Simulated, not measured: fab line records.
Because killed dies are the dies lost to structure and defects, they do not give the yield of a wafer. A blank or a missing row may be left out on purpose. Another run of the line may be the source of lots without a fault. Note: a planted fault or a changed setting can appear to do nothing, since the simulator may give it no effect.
Comparing a struck lot with a sound one + flow rit-cmos + 43 steps out of a route of 202
Sound: the wafers L788.1, L788.3, L788.4. Struck: wafer L801.4. (L801.2, L801.3 of the same lot were not struck and are left out.) The cause comes at the end.
Order at every step that has rows: each side's tool, ch and its chambers, its first start. Under that, the readings that differ: sound wafers + struck wafers + difference of the means + sigmas: that difference in standard deviations of wafers without a fault.
alike: readings whose means differ by less than 2 such deviations, and words and numbers that are the same on both sides. not compared: withheld readings, readings that some wafer has no value for, bounds like >300 that may hide the same value, and numbers for which the record gives no deviation and whose values overlap.
A row with sigmas, a row that says differs or no value, or rows on one side alone: a step with any of these is where the two part. Numbers that don't overlap but have no deviation are shown without sigmas and don't part them. A reading missing from all wafers of one side parts the sides only when that side holds two or more wafers.

first, 1 step without rows for these wafers: RIT_ACTIVE_OXIDATION_01 (target thk 46.8 nm, ox time 3360 s).
RIT_ACTIVE_THK_MEAS_02:
  sound on film-metro-01 at day 1 13:16; struck on film-metro-02 at day 4 13:46
  alike: ACTIVE_OXIDE_THK
then, 1 step without rows for these wafers: RIT_ACTIVE_CVD_03 (deposits Si3N4 from SiH2Cl2/NH3, target thk 150 nm, time 1500 s).
RIT_ACTIVE_THK_MEAS_04:
  sound on film-metro-03 at day 1 15:28; struck on film-metro-02 at day 4 15:14
  alike: ACTIVE_NITRIDE_THK
then, 6 steps without rows for these wafers: RIT_ACTIVE_HMDS_05 (prime time 60 s); RIT_ACTIVE_COAT_06 (resist thk 1000 nm); RIT_ACTIVE_SOFTBAKE_07 (time 60 s); RIT_ACTIVE_EXPOSE_08 (exposes mask M1, target cd 1400 nm); RIT_ACTIVE_PEB_09; RIT_ACTIVE_DEVELOP_10 (develop time 50 s).
RIT_ACTIVE_CD_MEAS_11 targets a cd of 1400 nm.
  sound on cd-sem-01 at day 1 16:29; struck on cd-sem-01 at day 4 16:24
  alike: cd-nm
then, 1 step without rows for these wafers: RIT_ACTIVE_HARDBAKE_12 (time 60 s).
RIT_ACTIVE_ETCH_13: etches Si3N4 in SF6, stops on SiO2, time 210 s, target depth 210 nm.
  sound on rie-diel-02 ch 1,2,3, day 1 16:46; struck on rie-diel-02 ch 2, day 4 16:39
| reading                | sound      | struck | difference | sigmas |
|------------------------|------------|--------|------------|--------|
| rf-hours-counter-h (h) | 17 152 111 | 153    | +60        |        |
  alike: drypump-motor-current-A, oes-product-au, throttle-valve-pct
RIT_ACTIVE_STRIP_14: strips in O2, time 180 s.
  sound on plasma-asher-04 ch 0,1, day 1 16:54; struck on plasma-asher-04 ch 0, day 4 16:47
  alike: drypump-motor-current-A
  not compared: rf-hours-counter-h
RIT_ACTIVE_CD_MEAS_90 targets a cd of 1400 nm.
  sound on cd-sem-02 at day 1 17:04; struck on cd-sem-02 at day 4 16:58
  alike: cd-nm
then, 4 steps without rows for these wafers: RIT_ACTIVE_CLEAN_15 (cleans in SC1, time 600 s); RIT_ACTIVE_CLEAN_16 (cleans in dHF, time 30 s); RIT_ACTIVE_CLEAN_17 (cleans in SC2, time 600 s); RIT_FOX1_OXIDATION_00 (target thk 350.7 nm, ox time 1130 s).
RIT_FOX1_THK_MEAS_01:
  sound on film-metro-04 at day 1 20:28; struck on film-metro-04 at day 4 20:14
  alike: FOX1_OXIDE_THK
then, 2 steps without rows for these wafers: RIT_FOX1_WET_ETCH_02 (etches SiO2 in BOE, target depth 350 nm, time 390 s); RIT_FOX2_OXIDATION_00 (target thk 350.7 nm, ox time 1130 s).
RIT_FOX2_THK_MEAS_01:
  sound on film-metro-03 at day 2 00:56; struck on film-metro-04 at day 4 22:45
  alike: FOX2_OXIDE_THK
then, 2 steps without rows for these wafers: RIT_FOX2_CLEAN_02 (cleans in dHF, time 180 s); RIT_FOX2_WET_ETCH_03 (etches Si3N4 in H3PO4, target depth 195 nm, time 2700 s).
RIT_FOX2_THK_MEAS_90:
  sound on film-metro-04 at day 2 01:53; struck on film-metro-03 at day 4 23:38
  alike: FIELD_OXIDE_LEFT_1_THK
then, 6 steps without rows for these wafers: RIT_NWELL_HMDS_00 (prime time 60 s); RIT_NWELL_COAT_01 (resist thk 1300 nm); RIT_NWELL_SOFTBAKE_02 (time 60 s); RIT_NWELL_EXPOSE_03 (exposes mask M2, target cd 43900 nm); RIT_NWELL_PEB_04; RIT_NWELL_DEVELOP_05 (develop time 68 s).
RIT_NWELL_OVL_MEAS_06:
  sound on overlay-01 at day 2 02:57; struck on overlay-02 at day 5 00:41
  alike: NWELL_OVL
then, 2 steps without rows for these wafers: RIT_NWELL_HARDBAKE_07 (time 120 s); RIT_NWELL_IMPLANT_08.
RIT_NWELL_STRIP_09: strips in O2, time 180 s.
  sound on plasma-asher-03 ch 0,1, day 2 03:23; struck on plasma-asher-01 ch 0, day 5 01:17
  alike: drypump-motor-current-A
  not compared: rf-hours-counter-h
RIT_NWELL_TW_MEAS_10:
  sound on film-metro-04 at day 2 03:34; struck on film-metro-04 at day 5 01:28
  alike: NWELL_TW
then, 5 steps without rows for these wafers: RIT_PWELL_HMDS_00 (prime time 60 s); RIT_PWELL_COAT_01 (resist thk 1300 nm); RIT_PWELL_SOFTBAKE_02 (time 60 s); RIT_PWELL_EXPOSE_03 (exposes mask M3, target cd 43700 nm); RIT_PWELL_PEB_04.
-- the record jumps here: 2 days lie between the struck wafers' starts before and after (it left off in module PWELL and takes up again in module M1, whose first step shown is number 202 of the route) --
RIT_M1_PROBE_99:
  sound on prober-02 at day 4 03:37; struck on prober-01 at day 7 04:49
| reading             | sound | struck                   | difference                   | sigmas |
|---------------------|-------|--------------------------|------------------------------|--------|
| hold                | - - - | await-dispo/4.1h/release | no value on the sound wafers |        |
| killed-at-front-end | 4 5 6 | 37                       | +32                          | +10    |
| killed-dies         | 5 5 6 | 37                       | +32                          | +10    |
| killed-on-rim       | 1 1 4 | 11                       | +9                           | +6     |
| killed-open         | 2 2 2 | 9                        | +7                           | +4     |
  alike: killed-at-contacts, killed-short

== WHERE THEY PART ==
At RIT_M1_PROBE_99 and nowhere else, as far as this record goes.

WHY: whatever the simulator had introduced
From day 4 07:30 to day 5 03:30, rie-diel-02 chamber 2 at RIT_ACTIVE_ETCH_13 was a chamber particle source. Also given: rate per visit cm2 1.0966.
